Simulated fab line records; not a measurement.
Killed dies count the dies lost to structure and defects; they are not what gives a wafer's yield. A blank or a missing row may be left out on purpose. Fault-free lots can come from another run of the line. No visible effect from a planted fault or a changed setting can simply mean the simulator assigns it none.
Split-lot trial / flow rit_cmos / on a route of 202 steps: 5 lots, 23 wafers read

ON THE SPLIT
At RIT_NLDD_COAT_01 (resist thk 1000 nm), the setting spin_rpm was moved away from the recipe's 3250 rpm on 7 of the 23 wafers read, by -4.6% to +4.2%. For the rest of the wafers, this setting stayed at what the recipe calls for.

Reading taken at the split's own step.

THE READING
NOVOLAK_of_NLDD_COAT_01.thk_nm (the simulator's own value, which no gauge read), in nm, at RIT_NLDD_COAT_01 (resist thk 1000 nm). No usual value for it is given in the file. Here, 16 wafers ran the recipe; their average is 999.9 nm with a standard deviation of 2.9 nm.

wafer=L076.1; tool, chamber at the split=litho_track-04, 0; spin_rpm as run, rpm=3386; against the recipe=+4.2%; NOVOLAK_of_NLDD_COAT_01.thk_nm, nm=979.8; against lot-mates on the recipe=-19.8
wafer=L076.3; tool, chamber at the split=litho_track-04, 0; spin_rpm as run, rpm=3386; against the recipe=+4.2%; NOVOLAK_of_NLDD_COAT_01.thk_nm, nm=980.7; against lot-mates on the recipe=-18.8
wafer=L076.4; tool, chamber at the split=litho_track-04, 0; spin_rpm as run, rpm=3250; against the recipe=recipe; NOVOLAK_of_NLDD_COAT_01.thk_nm, nm=1001; against lot-mates on the recipe=-
wafer=L076.5; tool, chamber at the split=litho_track-04, 0; spin_rpm as run, rpm=3250; against the recipe=recipe; NOVOLAK_of_NLDD_COAT_01.thk_nm, nm=998.1; against lot-mates on the recipe=-
wafer=L076.6; tool, chamber at the split=litho_track-04, 0; spin_rpm as run, rpm=3386; against the recipe=+4.2%; NOVOLAK_of_NLDD_COAT_01.thk_nm, nm=976.6; against lot-mates on the recipe=-22.9
wafer=L077.1; tool, chamber at the split=litho_track-03, 0; spin_rpm as run, rpm=3250; against the recipe=recipe; NOVOLAK_of_NLDD_COAT_01.thk_nm, nm=999.8; against lot-mates on the recipe=-
wafer=L077.2; tool, chamber at the split=litho_track-03, 0; spin_rpm as run, rpm=3174; against the recipe=-2.3%; NOVOLAK_of_NLDD_COAT_01.thk_nm, nm=1013; against lot-mates on the recipe=+14.5
wafer=L077.4; tool, chamber at the split=litho_track-03, 0; spin_rpm as run, rpm=3250; against the recipe=recipe; NOVOLAK_of_NLDD_COAT_01.thk_nm, nm=997.9; against lot-mates on the recipe=-
wafer=L077.5; tool, chamber at the split=litho_track-03, 0; spin_rpm as run, rpm=3174; against the recipe=-2.3%; NOVOLAK_of_NLDD_COAT_01.thk_nm, nm=1010; against lot-mates on the recipe=+11.5
wafer=L077.6; tool, chamber at the split=litho_track-03, 0; spin_rpm as run, rpm=3250; against the recipe=recipe; NOVOLAK_of_NLDD_COAT_01.thk_nm, nm=997.7; against lot-mates on the recipe=-
wafer=L078.1; tool, chamber at the split=litho_track-03, 0; spin_rpm as run, rpm=3101; against the recipe=-4.6%; NOVOLAK_of_NLDD_COAT_01.thk_nm, nm=1019; against lot-mates on the recipe=+23.5
wafer=L078.2; tool, chamber at the split=litho_track-03, 0; spin_rpm as run, rpm=3250; against the recipe=recipe; NOVOLAK_of_NLDD_COAT_01.thk_nm, nm=995.8; against lot-mates on the recipe=-
wafer=L078.3; tool, chamber at the split=litho_track-03, 0; spin_rpm as run, rpm=3101; against the recipe=-4.6%; NOVOLAK_of_NLDD_COAT_01.thk_nm, nm=1023; against lot-mates on the recipe=+27.5
wafer=L078.4; tool, chamber at the split=litho_track-03, 0; spin_rpm as run, rpm=3250; against the recipe=recipe; NOVOLAK_of_NLDD_COAT_01.thk_nm, nm=995.9; against lot-mates on the recipe=-
wafer=L078.5; tool, chamber at the split=litho_track-03, 0; spin_rpm as run, rpm=3250; against the recipe=recipe; NOVOLAK_of_NLDD_COAT_01.thk_nm, nm=994.8; against lot-mates on the recipe=-
wafer=L081.1; tool, chamber at the split=litho_track-04, 0; spin_rpm as run, rpm=3250; against the recipe=recipe; NOVOLAK_of_NLDD_COAT_01.thk_nm, nm=1003; against lot-mates on the recipe=-
wafer=L081.4; tool, chamber at the split=litho_track-04, 0; spin_rpm as run, rpm=3250; against the recipe=recipe; NOVOLAK_of_NLDD_COAT_01.thk_nm, nm=1003; against lot-mates on the recipe=-
wafer=L081.6; tool, chamber at the split=litho_track-04, 0; spin_rpm as run, rpm=3250; against the recipe=recipe; NOVOLAK_of_NLDD_COAT_01.thk_nm, nm=1003; against lot-mates on the recipe=-
wafer=L081.2; tool, chamber at the split=litho_track-04, 0; spin_rpm as run, rpm=3250; against the recipe=recipe; NOVOLAK_of_NLDD_COAT_01.thk_nm, nm=1002; against lot-mates on the recipe=-
wafer=L081.5; tool, chamber at the split=litho_track-04, 0; spin_rpm as run, rpm=3250; against the recipe=recipe; NOVOLAK_of_NLDD_COAT_01.thk_nm, nm=1005; against lot-mates on the recipe=-
wafer=L083.1; tool, chamber at the split=litho_track-04, 0; spin_rpm as run, rpm=3250; against the recipe=recipe; NOVOLAK_of_NLDD_COAT_01.thk_nm, nm=1001; against lot-mates on the recipe=-
wafer=L083.4; tool, chamber at the split=litho_track-04, 0; spin_rpm as run, rpm=3250; against the recipe=recipe; NOVOLAK_of_NLDD_COAT_01.thk_nm, nm=1001; against lot-mates on the recipe=-
wafer=L083.6; tool, chamber at the split=litho_track-04, 0; spin_rpm as run, rpm=3250; against the recipe=recipe; NOVOLAK_of_NLDD_COAT_01.thk_nm, nm=999.7; against lot-mates on the recipe=-

FIT RESULTS
A straight line over all 23 wafers: NOVOLAK_of_NLDD_COAT_01.thk_nm changes by -4.83 nm for each +1% of spin_rpm; r = -0.97; the points scatter about the line by 2.8 nm.
The same after taking each lot's own level away (the mean of its wafers on the recipe; 23 wafers): -5.23 nm for each +1%; r = -0.99; scatter 1.4 nm.
On that fit, the largest move of spin_rpm shifts the reading by 24 nm.
From 995.50 to 1003.20 nm: that is the span of the lots' own levels, equal to 2.7 times the standard deviation above.
Hence the lot-to-lot level has little effect on the slope; both slopes agree.
Check: +24.6 nm against its lot-mates is what the line predicts for one of the wafers moved furthest among these (-4.6%) when that wafer is left out of the fit. Against them it came out at +23.5 nm.

OTHER SPLITS APPLIED TO THESE WAFERS
Before the reading, these wafers also passed through other splits. Each is held against what the fit with the lots' levels taken away leaves over:
other split on the same wafers=RIT_ACTIVE_OXIDATION_01 temp_c; wafers away from the commonest value=15; r with NOVOLAK_of_NLDD_COAT_01.thk_nm (lot level and that fit taken away)=+0.12
other split on the same wafers=RIT_ACTIVE_CVD_03 temp_c; wafers away from the commonest value=18; r with NOVOLAK_of_NLDD_COAT_01.thk_nm (lot level and that fit taken away)=-0.10
other split on the same wafers=RIT_ACTIVE_ETCH_13 pressure_mtorr; wafers away from the commonest value=18; r with NOVOLAK_of_NLDD_COAT_01.thk_nm (lot level and that fit taken away)=-0.13
other split on the same wafers=RIT_FOX2_OXIDATION_00 ox_time_s; wafers away from the commonest value=15; r with NOVOLAK_of_NLDD_COAT_01.thk_nm (lot level and that fit taken away)=-0.19
other split on the same wafers=RIT_NWELL_SOFTBAKE_02 temp_c; wafers away from the commonest value=10; r with NOVOLAK_of_NLDD_COAT_01.thk_nm (lot level and that fit taken away)=-0.03
other split on the same wafers=RIT_NWELL_IMPLANT_08 energy_kev; wafers away from the commonest value=10; r with NOVOLAK_of_NLDD_COAT_01.thk_nm (lot level and that fit taken away)=-0.07
other split on the same wafers=RIT_GATE_CVD_08 sih4_flow_sccm; wafers away from the commonest value=18; r with NOVOLAK_of_NLDD_COAT_01.thk_nm (lot level and that fit taken away)=-0.04
other split on the same wafers=RIT_REOX_CLEAN_00 time_s; wafers away from the commonest value=15; r with NOVOLAK_of_NLDD_COAT_01.thk_nm (lot level and that fit taken away)=-0.08

THE FILE'S OWN FIT
NOVOLAK_of_NLDD_COAT_01.thk_nm changes by -5.35 nm for each +1% of spin_rpm, r = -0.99.
